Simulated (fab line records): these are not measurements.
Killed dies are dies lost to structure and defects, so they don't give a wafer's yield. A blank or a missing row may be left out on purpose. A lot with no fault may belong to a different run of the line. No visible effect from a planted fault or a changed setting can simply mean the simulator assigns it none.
Comparing a struck lot with a sound one	flow rit cmos	11 steps out of a route of 202
Sound: wafers L776.4, L776.5, L776.6. Struck: wafers L793.3, L793.4, L793.5. The cause comes at the end.
Each step with rows lists, per side, the tool, then ch with its chambers, then its first start. Under that, the readings that differ: sound wafers	struck wafers	difference of the means	sigmas: that difference in standard deviations of wafers without a fault.
alike: readings with means less than 2 such deviations apart, plus words and numbers identical on both sides. not compared: withheld readings, readings lacking a value on some wafer, bounds such as >300 that could conceal the same value, and numbers that have no deviation in the record and whose values overlap.
Wherever a step has rows on one side only, a row that says differs or no value, or a row with sigmas, the two part there. When numbers do not overlap yet have no deviation, they are printed without sigmas and do not part them. Lack of a reading on every wafer of one side parts them only where that side has two or more wafers.

RIT_ACTIVE_BOW_MEAS_00:
  struck on film metro-01, day 5 04:02; sound on film metro-04, day 1 15:04
  alike: INCOMING_BOW
then, 1 step without rows for these wafers: RIT_ACTIVE_OXIDATION_01 (target thk 46.8 nm, ox time 3360 s).
RIT_ACTIVE_THK_MEAS_02:
  struck on film metro-01, day 5 06:08; sound on film metro-01, day 1 18:16
  alike: ACTIVE_OXIDE_THK
then, 1 step without rows for these wafers: RIT_ACTIVE_CVD_03 (deposits Si3N4 from SiH2Cl2/NH3, target thk 150 nm, time 1500 s).
RIT_ACTIVE_THK_MEAS_04:
  struck on film metro-01, day 5 07:37; sound on film metro-03, day 1 21:14
  alike: ACTIVE_NITRIDE_THK
then, 4 steps without rows for these wafers: RIT_ACTIVE_HMDS_05 (prime time 60 s); RIT_ACTIVE_COAT_06 (resist thk 1000 nm); RIT_ACTIVE_SOFTBAKE_07 (time 60 s); RIT_ACTIVE_EXPOSE_08 (exposes mask M1, target cd 1400 nm).
RIT_ACTIVE_PEB_09:
  struck on litho track-03, day 5 08:16; sound on litho track-04 ch 0, day 1 22:02
reading	sound	struck	difference	sigmas
exhaust pa (Pa)	44.5 44.8 45.9	- - -	no value on the struck wafers	
  not compared: chill plate temp C
then, 1 step without rows for these wafers: RIT_ACTIVE_DEVELOP_10 (develop time 50 s).

== WHERE THEY PART ==
Only at RIT_ACTIVE_PEB_09, as far as this record shows.

WHY: whatever the simulator had introduced
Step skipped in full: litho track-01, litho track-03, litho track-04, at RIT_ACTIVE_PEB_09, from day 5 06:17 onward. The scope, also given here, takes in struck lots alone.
